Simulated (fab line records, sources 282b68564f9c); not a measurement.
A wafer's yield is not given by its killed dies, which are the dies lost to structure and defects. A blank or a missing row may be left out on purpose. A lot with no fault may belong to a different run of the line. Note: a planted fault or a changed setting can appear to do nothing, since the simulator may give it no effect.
fab line records	flow rit-cmos
[record] lots = 14	wafers = 42	last-day = 8
route steps=202 shown NWELL@37 NRETRO@61 PRETRO@73 GATE@85 M1@202
lots with no fault: from the same line, run without faults
start-h: hours from the record's opening day to when the first of the lot's shown wafers began	wait-h: how many hours have passed since the lot's step before this one	" repeats the value in the row above	L1.1+2: several wafers, shown together as one row	- value missing, or start not given	* or withheld: withheld	< > ~ a bound
route shown NAME@n: a module of which the file shows steps, and the number in the route of the first	usual: average and standard deviation across the fault-free wafers	same: alike in all rows	chamber/n: place in a boat	sites: the reading at each site	_std_site: standard deviation across them	_edge_site: inner sites' mean taken away from outer sites' mean	radius-mm: how far each site lies from the wafer's centre	mask NAME#n: copy n	behind: tool/chamber where the wafer was last shaped	hold: the reason the lot was held/the length of the hold in hours/how it ended	device: whichever transistor did not switch (one of n, p or np)	end of line: at the end of the route, the tests of the same wafers	a step given without rows: its recipe and nothing more	killed: dies lost to structure and defects at the first sort, not the wafer's yield	map: a wafer's dies, x killed, . not, _ none there
set.NAME: the setting that was run; set.NAME@STEP: the one run at that earlier step	model.NAME: the simulator's own value behind a step, which no gauge read
a sample of lots followed through the steps of the route, with each step as a table and each wafer as a row
services: the hour from which a tool's chamber was out of use, counted from the record's first day as start-h (under 0 if before that day), plus the number of hours and why
[[steps]]
[step RIT_NWELL_STRIP_09]
[recipe] chemistry = O2	time-s = 180	resist = NOVOLAK	platen-temp-c = withheld	power-w = 500	pressure-mtorr = 4000	o2-flow-sccm = 4000
[usual] drypump-motor-current-A = 6.0/0.46	o2-flow-sccm = 4000/10
lot.wafer	tool	chamber	start-h	wait-h	drypump-motor-current-A	o2-flow-sccm	rf-hours-counter-h
L955.1	plasma-asher-04	1	26.36	0.1	6.5	4012	38
L955.4	"	1	"	"	6.4	4004	-
L955.6	"	1	"	"	6.5	4000	-
L956.2	plasma-asher-03	1	30.56	0.1	5.7	3980	38
L956.3	"	0	"	"	6.1	3991	-
L956.4	"	1	"	"	5.6	3995	-
L957.2	plasma-asher-02	1	32.09	0.1	5.1	4002	24
L957.3	"	1	"	"	5.1	4003	-
L957.5	"	0	"	"	6.5	4018	-
L958.2	plasma-asher-03	1	39.60	0.1	5.6	3994	39
L958.4	"	0	"	"	6.1	3994	-
L958.6	"	0	"	"	6.1	4002	-
L959.3	plasma-asher-04	1	43.55	0.1	6.4	4004	-
L959.4	"	0	"	"	5.8	4024	-
L959.5	"	0	"	"	5.8	4009	-
L960.2	plasma-asher-03	1	46.33	0.1	5.7	3985	40
L960.4	"	1	"	"	5.7	4012	-
L960.5	"	0	"	"	6.1	3993	-
L962.1	plasma-asher-04	1	59.10	0.1	6.3	4002	42
L962.2	"	0	"	"	5.8	4007	42
L962.6	"	1	"	"	6.4	4003	-
L963.3	plasma-asher-04	1	63.04	0.1	6.5	4010	-
L963.5	"	1	"	"	6.4	4012	-
L963.6	"	0	"	"	5.8	3987	-
L964.1	plasma-asher-04	1	67.76	0.1	6.4	4017	42
L964.3	"	1	"	"	6.4	3991	-
L964.4	"	0	"	"	5.8	3997	-
L972.3	plasma-asher-04	0	107.77	0.1	5.8	4003	-
L972.5	"	1	"	"	6.4	4008	-
L972.6	"	0	"	"	5.8	3992	-
L974.1	plasma-asher-04	0	124.42	0.1	5.8	4010	1
L974.3	"	1	"	"	6.4	4011	-
L974.6	"	0	"	"	5.8	4002	-
L975.2	plasma-asher-03	0	126.71	0.1	6.0	3996	49
L975.3	"	1	"	"	5.7	4021	-
L975.4	"	0	"	"	6.0	3986	-
L977.2	plasma-asher-04	0	133.02	0.1	5.8	3999	2
L977.4	"	0	"	"	5.8	3995	-
L977.6	"	1	"	"	6.5	4001	-
L978.1	plasma-asher-03	1	137.11	0.1	5.6	3996	50
L978.4	"	0	"	"	6.1	4010	-
L978.6	"	1	"	"	5.6	4005	-
[step RIT_NRETRO_IMPLANT_08]
[recipe] species = P	energy-kev = 70	dose-cm2 = 1e+13	tilt-deg = 6.84
[usual] dose-ions-cm2 = 9.998e+12/1.2e+10	faraday-current-uA = 31.8/0.66	tilt-deg = 6.834/0.019
lot.wafer	tool	chamber	start-h	wait-h	dose-ions-cm2	faraday-current-uA	tilt-deg
L955.1	implanter-04	0	34.97	0.2	9.969e+12	32.3	6.834
L955.4	"	0	"	"	9.966e+12	32.2	6.827
L955.6	"	0	"	"	9.982e+12	31.0	6.815
L956.2	implanter-04	0	40.08	0.2	9.996e+12	31.9	6.827
L956.3	"	0	"	"	1e+13	31.6	6.795
L956.4	"	0	"	"	9.996e+12	32.0	6.806
L957.2	implanter-01	0	40.67	0.2	1.0008e+13	31.6	6.832
L957.3	"	0	"	"	9.997e+12	30.6	6.842
L957.5	"	0	"	"	1e+13	32.3	6.809
L958.2	implanter-03	0	48.64	0.2	9.99e+12	31.1	6.860
L958.4	"	0	"	"	9.99e+12	31.5	6.878
L958.6	"	0	"	"	9.996e+12	32.3	6.879
L959.3	implanter-04	0	53.16	0.2	1.0001e+13	32.4	6.835
L959.4	"	0	"	"	1.0004e+13	31.8	6.863
L959.5	"	0	"	"	1e+13	31.6	6.834
L960.2	implanter-01	0	54.89	0.2	1.0014e+13	31.5	6.837
L960.4	"	0	"	"	1.0007e+13	31.8	6.838
L960.5	"	0	"	"	1.0015e+13	31.6	6.823
L962.1	implanter-04	0	67.79	0.2	9.995e+12	30.1	6.829
L962.2	"	0	"	"	9.997e+12	30.9	6.843
L962.6	"	0	"	"	9.999e+12	32.0	6.843
L963.3	implanter-01	0	72.05	0.2	1e+13	32.0	6.827
L963.5	"	0	"	"	9.997e+12	30.7	6.815
L963.6	"	0	"	"	1.0002e+13	31.4	6.815
L964.1	implanter-01	0	76.99	0.2	1.0006e+13	32.8	6.817
L964.3	"	0	"	"	1.001e+13	31.8	6.794
L964.4	"	0	"	"	9.996e+12	31.6	6.827
L972.3	implanter-03	0	118.69	0.2	8.799e+12	27.4	6.857
L972.5	"	0	"	"	8.794e+12	28.8	6.862
L972.6	"	0	"	"	8.791e+12	28.6	6.868
L974.1	implanter-03	0	133.47	0.2	8.819e+12	28.3	6.860
L974.3	"	0	"	"	8.814e+12	27.8	6.857
L974.6	"	0	"	"	8.798e+12	27.7	6.865
L975.2	implanter-04	0	137.41	0.2	9.995e+12	31.8	6.851
L975.3	"	0	"	"	1.0013e+13	31.8	6.824
L975.4	"	0	"	"	1.0023e+13	30.9	6.842
L977.2	implanter-01	0	141.42	0.2	9.989e+12	31.9	6.838
L977.4	"	0	"	"	9.996e+12	31.3	6.888
L977.6	"	0	"	"	1.0012e+13	31.4	6.833
L978.1	implanter-01	0	147.55	0.2	9.986e+12	32.2	6.859
L978.4	"	0	"	"	1.0004e+13	31.9	6.830
L978.6	"	0	"	"	9.987e+12	30.9	6.857
[step RIT_NRETRO_TW_MEAS_10]
[usual] NRETRO_TW = 1049/9.4
lot.wafer	tool	chamber	start-h	wait-h	NRETRO_TW
L955.1	film-metro-01	-	35.29	0.1	1044
L955.4	"	-	"	"	1042
L955.6	"	-	"	"	1042
L956.2	film-metro-01	-	40.39	0.1	1042
L956.3	"	-	"	"	1040
L956.4	"	-	"	"	1041
L957.2	film-metro-01	-	40.98	0.1	1036
L957.3	"	-	"	"	1043
L957.5	"	-	"	"	1042
L958.2	film-metro-03	-	48.95	0.1	1053
L958.4	"	-	"	"	1059
L958.6	"	-	"	"	1056
L959.3	film-metro-01	-	53.45	0.1	1044
L959.4	"	-	"	"	1044
L959.5	"	-	"	"	1044
L960.2	film-metro-03	-	55.20	0.1	1052
L960.4	"	-	"	"	1053
L960.5	"	-	"	"	1053
L962.1	film-metro-01	-	68.12	0.1	1040
L962.2	"	-	"	"	1044
L962.6	"	-	"	"	1046
L963.3	film-metro-01	-	72.34	0.1	1039
L963.5	"	-	"	"	1040
L963.6	"	-	"	"	1034
L964.1	film-metro-01	-	77.32	0.1	1036
L964.3	"	-	"	"	1037
L964.4	"	-	"	"	1037
L972.3	film-metro-02	-	118.99	0.1	1014
L972.5	"	-	"	"	1020
L972.6	"	-	"	"	1012
L974.1	film-metro-01	-	133.79	0.1	1003
L974.3	"	-	"	"	1010
L974.6	"	-	"	"	1007
L975.2	film-metro-02	-	137.72	0.1	1063
L975.3	"	-	"	"	1064
L975.4	"	-	"	"	1066
L977.2	film-metro-02	-	141.73	0.1	1065
L977.4	"	-	"	"	1067
L977.6	"	-	"	"	1067
L978.1	film-metro-01	-	147.88	0.1	1041
L978.4	"	-	"	"	1039
L978.6	"	-	"	"	1046
[step RIT_PRETRO_STRIP_09]
[recipe] chemistry = O2	time-s = 180	resist = NOVOLAK	platen-temp-c = withheld	power-w = 500	pressure-mtorr = 4000	o2-flow-sccm = 4000
[usual] drypump-motor-current-A = 5.7/0.47	o2-flow-sccm = 4000/13
lot.wafer	tool	chamber	start-h	wait-h	drypump-motor-current-A	o2-flow-sccm	rf-hours-counter-h
L955.1	plasma-asher-03	1	36.67	0.1	5.7	4019	39
L955.4	"	0	"	"	6.0	3996	-
L955.6	"	0	"	"	6.1	4000	-
L956.2	plasma-asher-01	1	41.88	0.1	5.2	4008	39
L956.3	"	1	"	"	5.2	4009	-
L956.4	"	0	"	"	5.1	3999	-
L957.2	plasma-asher-04	0	42.38	0.1	5.8	4011	40
L957.3	"	0	"	"	5.8	4006	-
L957.5	"	1	"	"	6.4	4022	-
L958.2	plasma-asher-04	0	50.44	0.1	5.8	3987	41
L958.4	"	1	"	"	6.4	3990	-
L958.6	"	1	"	"	6.4	3997	-
L959.3	plasma-asher-04	1	54.98	0.1	6.4	4003	-
L959.4	"	0	"	"	5.8	3998	-
L959.5	"	1	"	"	6.4	3997	-
L960.2	plasma-asher-01	1	56.69	0.1	5.2	4009	40
L960.4	"	1	"	"	5.2	3993	-
L960.5	"	0	"	"	5.1	3987	-
L962.1	plasma-asher-04	0	69.49	0.1	5.8	3995	43
L962.2	"	1	"	"	6.4	3994	43
L962.6	"	1	"	"	6.4	4000	-
L963.3	plasma-asher-03	1	73.76	0.1	5.7	4000	-
L963.5	"	0	"	"	6.1	3968	-
L963.6	"	1	"	"	5.7	3981	-
L964.1	plasma-asher-04	1	78.69	0.1	6.4	4004	44
L964.3	"	0	"	"	5.8	3992	-
L964.4	"	1	"	"	6.4	4004	-
L972.3	plasma-asher-03	0	120.40	0.1	6.1	4001	-
L972.5	"	1	"	"	5.6	4001	-
L972.6	"	0	"	"	6.1	4008	-
L974.1	plasma-asher-04	0	135.17	0.1	5.8	4014	2
L974.3	"	0	"	"	5.8	4020	-
L974.6	"	0	"	"	5.8	4015	-
L975.2	plasma-asher-01	0	139.55	0.1	5.1	3996	49
L975.3	"	1	"	"	5.2	3980	-
L975.4	"	0	"	"	5.1	4006	-
L977.2	plasma-asher-03	1	143.16	0.1	5.7	3993	51
L977.4	"	1	"	"	5.7	3987	-
L977.6	"	0	"	"	6.0	4008	-
L978.1	plasma-asher-01	0	149.25	0.1	5.0	3998	50
L978.4	"	1	"	"	5.2	4018	-
L978.6	"	1	"	"	5.2	3976	-
[step RIT_GATE_THK_MEAS_09]
[recipe] reads = poly-Si_of_GATE_CVD_08
[usual] GATE_POLY_THK = 250/3.2
lot.wafer	tool	chamber	start-h	wait-h	GATE_POLY_THK[nm]
L955.1	film-metro-01	-	41.96	0.0	248
L955.4	"	-	"	"	247
L955.6	"	-	"	"	248
L956.2	film-metro-01	-	46.71	0.0	252
L956.3	"	-	"	"	251
L956.4	"	-	"	"	252
L957.2	film-metro-04	-	47.49	0.0	248
L957.3	"	-	"	"	247
L957.5	"	-	"	"	247
L958.2	film-metro-01	-	57.14	0.0	252
L958.4	"	-	"	"	251
L958.6	"	-	"	"	251
L960.2	film-metro-04	-	64.01	0.0	257
L960.4	"	-	"	"	255
L960.5	"	-	"	"	257
L959.3	film-metro-03	-	64.02	0.0	252
L959.4	"	-	"	"	249
L959.5	"	-	"	"	248
L962.1	film-metro-04	-	76.69	0.0	249
L962.2	"	-	"	"	249
L962.6	"	-	"	"	250
L963.3	film-metro-01	-	77.88	0.0	250
L963.5	"	-	"	"	250
L963.6	"	-	"	"	247
L964.1	film-metro-03	-	84.97	0.0	251
L964.3	"	-	"	"	250
L964.4	"	-	"	"	250
L972.3	film-metro-03	-	125.31	0.0	248
L972.5	"	-	"	"	248
L972.6	"	-	"	"	251
L974.1	film-metro-01	-	146.38	0.0	255
L974.3	"	-	"	"	256
L974.6	"	-	"	"	255
L975.2	film-metro-03	-	150.47	0.0	245
L975.3	"	-	"	"	247
L975.4	"	-	"	"	247
L977.2	film-metro-03	-	155.28	0.0	248
L977.4	"	-	"	"	249
L977.6	"	-	"	"	251
L978.1	film-metro-01	-	162.40	0.0	253
L978.4	"	-	"	"	252
L978.6	"	-	"	"	252
[step RIT_M1_PROBE_99]
[usual] killed_at_M0_to_M3 = 0.0/0.23	killed-at-contacts = 0.1/0.23	killed-at-front-end = 7/3	killed-dies = 7/3	killed-open = 3.3/2.1	killed-short = 3.7/1.9
[same] gross-dies = 264	killed_at_M4_up = 0	killed-at-back-side = 0	killed-at-other = 0
lot.wafer	tool	chamber	start-h	wait-h	killed_at_M0_to_M3	killed-at-contacts	killed-at-front-end	killed-dies	killed-open	killed-short
L955.1	prober-02	-	63.45	0.1	0	0	9	9	3	6
L955.4	prober-02	-	63.60	0.2	0	0	6	6	2	4
L955.6	prober-02	-	63.70	0.2	0	0	7	7	2	4
L956.2	prober-01	-	70.44	0.1	0	0	8	8	5	3
L956.3	prober-01	-	70.49	0.2	0	0	6	6	4	2
L956.4	prober-01	-	70.54	0.2	0	0	6	6	3	3
L957.2	prober-02	-	73.69	0.1	0	0	11	11	4	7
L957.3	prober-02	-	73.74	0.2	0	0	9	9	6	3
L957.5	prober-02	-	73.84	0.2	0	0	9	9	2	7
L958.2	prober-01	-	80.25	0.1	0	0	4	4	3	1
L958.4	prober-01	-	80.35	0.2	0	1	5	6	2	3
L958.6	prober-01	-	80.45	0.2	0	1	4	5	2	2
L959.3	prober-02	-	86.58	0.2	0	0	4	4	3	1
L959.4	prober-02	-	86.63	0.2	0	0	6	6	5	1
L959.5	prober-02	-	86.68	0.2	0	0	5	5	3	2
L960.2	prober-01	-	88.03	0.1	0	0	4	4	1	3
L960.4	prober-01	-	88.13	0.2	0	1	5	6	2	4
L960.5	prober-01	-	88.18	0.2	0	0	4	4	1	3
L962.1	prober-01	-	99.30	0.1	0	0	6	6	3	3
L962.2	prober-01	-	99.35	0.1	0	0	12	12	7	5
L962.6	prober-01	-	99.55	0.2	0	0	5	5	3	2
L963.3	prober-02	-	100.90	0.2	0	0	3	3	1	2
L963.5	prober-02	-	101.00	0.2	0	0	4	4	2	2
L963.6	prober-02	-	101.05	0.2	0	0	13	13	6	7
L964.1	prober-01	-	107.14	0.1	0	0	8	8	6	2
L964.3	prober-01	-	107.24	0.2	0	0	10	10	6	4
L964.4	prober-01	-	107.29	0.2	0	0	10	10	6	4
L972.3	prober-01	-	147.91	0.2	0	0	9	9	4	5
L972.5	prober-01	-	148.01	0.2	0	0	8	8	5	3
L972.6	prober-01	-	148.06	0.2	0	0	11	11	7	4
L974.1	prober-01	-	171.41	0.1	0	0	12	12	4	8
L974.3	prober-01	-	171.51	0.2	0	0	12	12	9	3
L974.6	prober-01	-	171.66	0.2	0	0	8	8	3	5
L975.2	prober-02	-	177.31	0.1	0	0	13	13	8	5
L975.3	prober-02	-	177.36	0.2	0	0	6	6	0	6
L975.4	prober-02	-	177.41	0.2	0	0	10	10	6	4
L977.2	prober-02	-	180.31	0.1	0	0	12	12	5	7
L977.4	prober-02	-	180.41	0.2	1	0	7	8	2	6
L977.6	prober-02	-	180.51	0.2	1	0	4	5	1	4
L978.1	prober-01	-	187.30	0.1	0	0	6	6	3	3
L978.4	prober-01	-	187.45	0.2	0	0	6	6	2	4
L978.6	prober-01	-	187.55	0.2	0	0	5	5	0	5
// killed by level:class
L955.1 GATE:geometric-particle:short=6 GATE:geometric-particle:open=2 FOX1:geometric-particle:open=1
L955.4 GATE:geometric-particle:short=3 ACTIVE:geometric-particle:open=1 FOX1:geometric-particle:short=1 GATE:geometric-particle:open=1
L955.6 FOX1:geometric-particle:short=2 GATE:geometric-particle:open=1 GATE:geometric-particle:short=1 REOX:geometric-particle:short=1 SPACER:geometric-particle:open=1 GATE:coat-microbubble-printed=1
L956.2 FOX1:geometric-particle:open=2 GATE:geometric-particle:open=1 GATE:geometric-particle:short=1 REOX:geometric-particle:open=1 SPACER:geometric-particle:open=1 SPACER:geometric-particle:short=1 SILICIDE:geometric-particle:short=1
L956.3 GATE:geometric-particle:open=2 SILICIDE:geometric-particle:short=2 FOX1:geometric-particle:open=1 SILICIDE:geometric-particle:open=1
L956.4 REOX:geometric-particle:short=3 GATE:geometric-particle:open=1 REOX:geometric-particle:open=1 SILICIDE:geometric-particle:open=1
L957.2 FOX1:geometric-particle:short=2 GATE:geometric-particle:short=2 SPACER:geometric-particle:short=2 SILICIDE:geometric-particle:open=2 ACTIVE:geometric-particle:open=1 GATE:geometric-particle:open=1 REOX:geometric-particle:short=1
L957.3 GATE:geometric-particle:open=2 GATE:geometric-particle:short=2 SPACER:geometric-particle:open=2 FOX2:geometric-particle:open=1 SILICIDE:geometric-particle:short=1 SILICIDE:geometric-particle:open=1
L957.5 SPACER:geometric-particle:short=3 SILICIDE:geometric-particle:short=3 FOX1:geometric-particle:short=1 SPACER:geometric-particle:open=1 SILICIDE:geometric-particle:open=1
L958.2 SPACER:geometric-particle:open=2 GATE:geometric-particle:open=1 SILICIDE:geometric-particle:short=1
L958.4 SPACER:geometric-particle:short=2 FOX2:geometric-particle:short=1 GATE:geometric-particle:open=1 REOX:geometric-particle:open=1 CONTACT:coat-microbubble-printed=1
L958.6 FOX1:geometric-particle:open=1 FOX1:geometric-particle:short=1 FOX2:geometric-particle:short=1 SPACER:geometric-particle:open=1 CONTACT:coat-microbubble-printed=1
L959.3 GATE:geometric-particle:open=2 FOX2:geometric-particle:open=1 GATE:geometric-particle:short=1
L959.4 GATE:geometric-particle:open=2 SPACER:geometric-particle:open=2 SPACER:geometric-particle:short=1 SILICIDE:geometric-particle:open=1
L959.5 FOX1:geometric-particle:open=1 GATE:geometric-particle:short=1 GATE:geometric-particle:open=1 SPACER:geometric-particle:short=1 SILICIDE:geometric-particle:open=1
L960.2 GATE:geometric-particle:short=1 REOX:geometric-particle:short=1 REOX:geometric-particle:open=1 SPACER:geometric-particle:short=1
L960.4 GATE:geometric-particle:open=2 FOX2:geometric-particle:short=1 GATE:geometric-particle:short=1 SILICIDE:geometric-particle:short=1 CONTACT:geometric-particle:short=1
L960.5 FOX2:geometric-particle:short=2 GATE:geometric-particle:short=1 GATE:geometric-particle:open=1
L962.1 GATE:geometric-particle:short=2 GATE:geometric-particle:open=2 FOX1:geometric-particle:open=1 SILICIDE:geometric-particle:short=1
L962.2 GATE:geometric-particle:open=5 GATE:geometric-particle:short=3 REOX:geometric-particle:short=2 FOX1:geometric-particle:open=1 REOX:geometric-particle:open=1
L962.6 GATE:geometric-particle:open=3 FOX1:geometric-particle:short=1 GATE:geometric-particle:short=1
L963.3 GATE:geometric-particle:short=2 GATE:geometric-particle:open=1
L963.5 FOX1:geometric-particle:short=2 REOX:geometric-particle:open=2
L963.6 FOX1:geometric-particle:short=3 FOX1:geometric-particle:open=2 GATE:geometric-particle:open=2 SPACER:geometric-particle:open=2 FOX2:geometric-particle:short=1 GATE:geometric-particle:short=1 SILICIDE:geometric-particle:short=1 SPACER:geometric-particle:short=1
L964.1 GATE:geometric-particle:open=2 SILICIDE:geometric-particle:open=2 FOX1:geometric-particle:open=1 REOX:geometric-particle:short=1 SPACER:geometric-particle:open=1 SILICIDE:geometric-particle:short=1
L964.3 FOX2:geometric-particle:open=2 FOX2:geometric-particle:short=2 GATE:geometric-particle:short=2 SILICIDE:geometric-particle:open=2 FOX1:geometric-particle:open=1 GATE:geometric-particle:open=1
L964.4 GATE:geometric-particle:open=2 SPACER:geometric-particle:open=2 SILICIDE:geometric-particle:open=2 FOX2:geometric-particle:short=1 GATE:geometric-particle:short=1 SPACER:geometric-particle:short=1 SILICIDE:geometric-particle:short=1
L972.3 FOX2:geometric-particle:open=2 SILICIDE:geometric-particle:short=2 FOX1:geometric-particle:short=1 FOX1:geometric-particle:open=1 GATE:geometric-particle:short=1 SPACER:geometric-particle:open=1 SPACER:geometric-particle:short=1
L972.5 SPACER:geometric-particle:open=2 SILICIDE:geometric-particle:open=2 FOX2:geometric-particle:short=1 GATE:geometric-particle:open=1 GATE:geometric-particle:short=1 REOX:geometric-particle:short=1
L972.6 GATE:geometric-particle:open=3 SILICIDE:geometric-particle:open=2 ACTIVE:geometric-particle:short=1 FOX1:geometric-particle:open=1 GATE:geometric-particle:short=1 REOX:geometric-particle:open=1 SPACER:geometric-particle:short=1 SILICIDE:geometric-particle:short=1
L974.1 GATE:geometric-particle:short=6 GATE:geometric-particle:open=2 FOX1:geometric-particle:open=1 FOX1:geometric-particle:short=1 SPACER:geometric-particle:short=1 SILICIDE:geometric-particle:open=1
L974.3 FOX1:geometric-particle:open=6 GATE:geometric-particle:open=2 FOX1:geometric-particle:short=1 GATE:geometric-particle:short=1 SPACER:geometric-particle:open=1 SPACER:geometric-particle:short=1
L974.6 GATE:geometric-particle:open=3 GATE:geometric-particle:short=3 SILICIDE:geometric-particle:short=2
L975.2 FOX2:geometric-particle:short=4 REOX:geometric-particle:open=2 GATE:geometric-particle:open=2 SPACER:geometric-particle:open=2 FOX1:geometric-particle:open=1 GATE:geometric-particle:short=1 SILICIDE:geometric-particle:open=1
L975.3 FOX2:geometric-particle:short=2 GATE:geometric-particle:short=2 SPACER:geometric-particle:short=2
L975.4 GATE:geometric-particle:short=2 GATE:geometric-particle:open=2 REOX:geometric-particle:short=2 SPACER:geometric-particle:open=2 FOX1:geometric-particle:open=1 REOX:geometric-particle:open=1
L977.2 FOX1:geometric-particle:short=3 REOX:geometric-particle:short=2 SPACER:geometric-particle:open=2 FOX2:geometric-particle:open=1 FOX2:geometric-particle:short=1 GATE:geometric-particle:short=1 REOX:geometric-particle:open=1 SILICIDE:geometric-particle:open=1
L977.4 GATE:geometric-particle:short=4 GATE:geometric-particle:open=2 FOX2:geometric-particle:short=1 M1:geometric-particle:short=1
L977.6 FOX2:geometric-particle:short=2 GATE:geometric-particle:short=1 SPACER:geometric-particle:open=1 M1:geometric-particle:short=1
L978.1 FOX1:geometric-particle:short=2 REOX:geometric-particle:open=2 FOX1:geometric-particle:open=1 REOX:geometric-particle:short=1
L978.4 GATE:geometric-particle:short=2 FOX1:geometric-particle:short=1 REOX:geometric-particle:open=1 SPACER:geometric-particle:open=1 SILICIDE:geometric-particle:short=1
L978.6 REOX:geometric-particle:short=3 GATE:geometric-particle:short=2
[[services]]
tool	chamber	start-h	hours	kind
implanter-01	-	6.70	5.3	pm
plasma-asher-03	-	8.36	3.6	repair
implanter-03	-	53.99	5.0	repair
implanter-01	-	66.37	3.4	repair
plasma-asher-01	-	74.82	4.1	repair
implanter-04	-	93.65	2.1	repair
plasma-asher-04	-	108.75	9.0	pm
plasma-asher-04	0	108.75	9.0	vent-cycle
plasma-asher-04	1	108.75	9.0	vent-cycle
implanter-04	-	110.63	26.5	pm
plasma-asher-02	-	114.45	7.6	repair
plasma-asher-04	0	117.75	-	clean
plasma-asher-04	1	117.75	-	clean
implanter-01	-	132.09	2.8	pm
[[key]]
[first-sign] step = RIT_NRETRO_IMPLANT_08	reading = dose-ions-cm2	direction = down	sigmas = 99+	usual = 9.998e+12	struck = 8.802e+12
[effect] step = RIT_NRETRO_IMPLANT_08	reading = faraday-current-uA	direction = down	sigmas = 5.6	usual = 31.8	struck = 28.1
[effect] step = RIT_NRETRO_TW_MEAS_10	reading = NRETRO_TW	direction = down	sigmas = 4.1	usual = 1049	struck = 1011
met-at RIT_NRETRO_IMPLANT_08
struck-lots L972,L974
tester-left-out L972,L974
not-acting-at RIT_NWELL_STRIP_09,RIT_PRETRO_STRIP_09,RIT_GATE_THK_MEAS_09
onset-between 48.64 118.69
[fault] kind = process-parameter-drift	tool = implanter-03	chamber = -	onset-h = 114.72	steps = RIT_NRETRO_IMPLANT_08	channel = dose-cm2	offset = -1.2e+12	shape = step	end-h = 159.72	acts-in = these-recipes-only	stated = 1e+13
// tester-left-out: of these lots the tester's yield and bins aren't shown, on N5 and GAA mostly nor the transistor test; their killed dies are dies lost to structure and defects alone, not to doping, threshold or leakage, so they don't give the yield
